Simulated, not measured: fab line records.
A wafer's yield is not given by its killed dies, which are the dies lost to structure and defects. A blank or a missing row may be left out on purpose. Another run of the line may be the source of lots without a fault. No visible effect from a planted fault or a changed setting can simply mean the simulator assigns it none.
The tool behind it: which one?    flow berkeley_cmos170    Sampling: 14 lots, 42 wafers, 3 of 331 route steps

## WHAT THE GAUGES READ, wafer by wafer
UCB170_M1_CD_MEAS_90: the cd target is 700 nm. Usual: cd_nm 698.9 nm, standard deviation 3.
lot   measured      on         cd_nm (nm)         flag
L733  day 7 09:26   cd_sem-01  703.6 698.2 703.8  
L734  day 7 17:27   cd_sem-01  694.3 700.6 694.3  
L735  day 7 22:08   cd_sem-02  700.1 695.4 702.4  
L737  day 8 04:28   cd_sem-01  702.8 697.0 703.0  
L736  day 8 05:07   cd_sem-02  700.3 701.4 700.1  
L739  day 8 15:41   cd_sem-02  697.3 705.2 696.3  
L738  day 8 15:53   cd_sem-02  703.5 703.7 699.3  
L742  day 9 11:58   cd_sem-01  699.6 697.5 698.8  
L743  day 9 14:53   cd_sem-01  703.2 701.2 700.9  
L746  day 9 22:19   cd_sem-01  695.6 698.3 697.4  
L750  day 10 21:07  cd_sem-02  701.9 697.7 700.1  
L754  day 11 15:02  cd_sem-01  705.9 699.1 698.7  
L753  day 11 15:26  cd_sem-01  695.3 699.0 699.6  
L755  day 11 18:24  cd_sem-02  706.0 705.0 700.4  

UCB170_V1_CD_MEAS_12: the cd target is 700 nm. Usual: cd_nm 700.6 nm, standard deviation 1.7.
lot   measured      on         cd_nm (nm)         flag
L733  day 7 15:50   cd_sem-02  701.7 699.9 701.7  
L734  day 8 00:01   cd_sem-02  701.9 702.1 701.3  
L735  day 8 05:32   cd_sem-02  699.5 699.8 699.8  
L737  day 8 11:38   cd_sem-01  701.0 701.0 701.8  
L736  day 8 11:19   cd_sem-02  701.8 701.2 700.0  
L739  day 8 23:45   cd_sem-01  699.3 702.9 702.3  
L738  day 9 00:21   cd_sem-02  699.2 699.2 697.6  
L742  day 9 16:47   cd_sem-02  696.2 697.8 696.4  
L743  day 9 21:37   cd_sem-02  699.5 698.1 699.5  
L746  day 10 06:02  cd_sem-02  699.9 700.5 700.2  
L750  day 11 04:17  cd_sem-01  701.4 701.9 702.0  
L754  day 11 21:02  cd_sem-01  700.4 698.4 699.2  
L753  day 11 21:23  cd_sem-02  698.4 696.5 697.9  
L755  day 12 01:36  cd_sem-02  702.5 701.7 701.7  

UCB170_V2_THK_MEAS_04. Usual: for V2_POLISHED_THK the level is 998.9 nm and the standard deviation is 1.2.
lot   measured      on             V2_POLISHED_THK (nm)  flag
L733  day 7 20:19   film_metro-03  998.1 998.8 998.8     
L734  day 8 04:01   film_metro-02  998.4 999.6 1000.1    
L735  day 8 09:59   film_metro-01  997.1 997.7 999.8     
L737  day 8 16:21   film_metro-02  1000.0 1000.2 997.8   
L736  day 8 15:51   film_metro-03  999.0 996.9 997.5     
L739  day 9 03:53   film_metro-02  995.8 1000.9 999.8    
L738  day 9 04:30   film_metro-02  1000.2 997.5 997.3    
L742  day 9 21:09   film_metro-01  999.3 999.3 997.9     
L743  day 10 02:07  film_metro-03  999.7 1000.1 996.7    
L746  day 10 12:46  film_metro-01  997.8 998.1 1000.6    
L750  day 11 08:55  film_metro-01  998.5 1001.6 999.1    
L754  day 12 00:59  film_metro-01  999.9 1001.3 999.0    
L753  day 12 01:35  film_metro-02  998.8 999.4 998.5     
L755  day 12 06:43  film_metro-01  998.3 997.8 999.1     

## WHICH TOOL RAN EACH LOT (tool, then ch and the chambers of the sampled wafers, then the start)
Before these readings, the record contains no process step.

## AS READ BY THE TOOLS THEMSELVES (means over the sampled wafers that have a number; for cases with no such wafer, the mark the record gives instead)
The record holds no such reading with a usual standard deviation.

## THE ANSWER, worked out from the rows above alone
Rule: a lot counts as off when the mean over its wafers that have a number is more than 3 standard deviations away from the usual mean. A lot without any number at a reading at which 4 lots or more have one is off too. The other lots that the step has rows for count as sound. After the gauges, taken in route order, come the tools' own readings; for these a lot's mean is taken, as printed above. The first step at which some lot is off is used, and at that step the reading that is off furthest; a lot without a number counts as furthest.
Nothing can be told from this: no lot is off at any reading shown.

## WHAT THE SIMULATOR PUT IN
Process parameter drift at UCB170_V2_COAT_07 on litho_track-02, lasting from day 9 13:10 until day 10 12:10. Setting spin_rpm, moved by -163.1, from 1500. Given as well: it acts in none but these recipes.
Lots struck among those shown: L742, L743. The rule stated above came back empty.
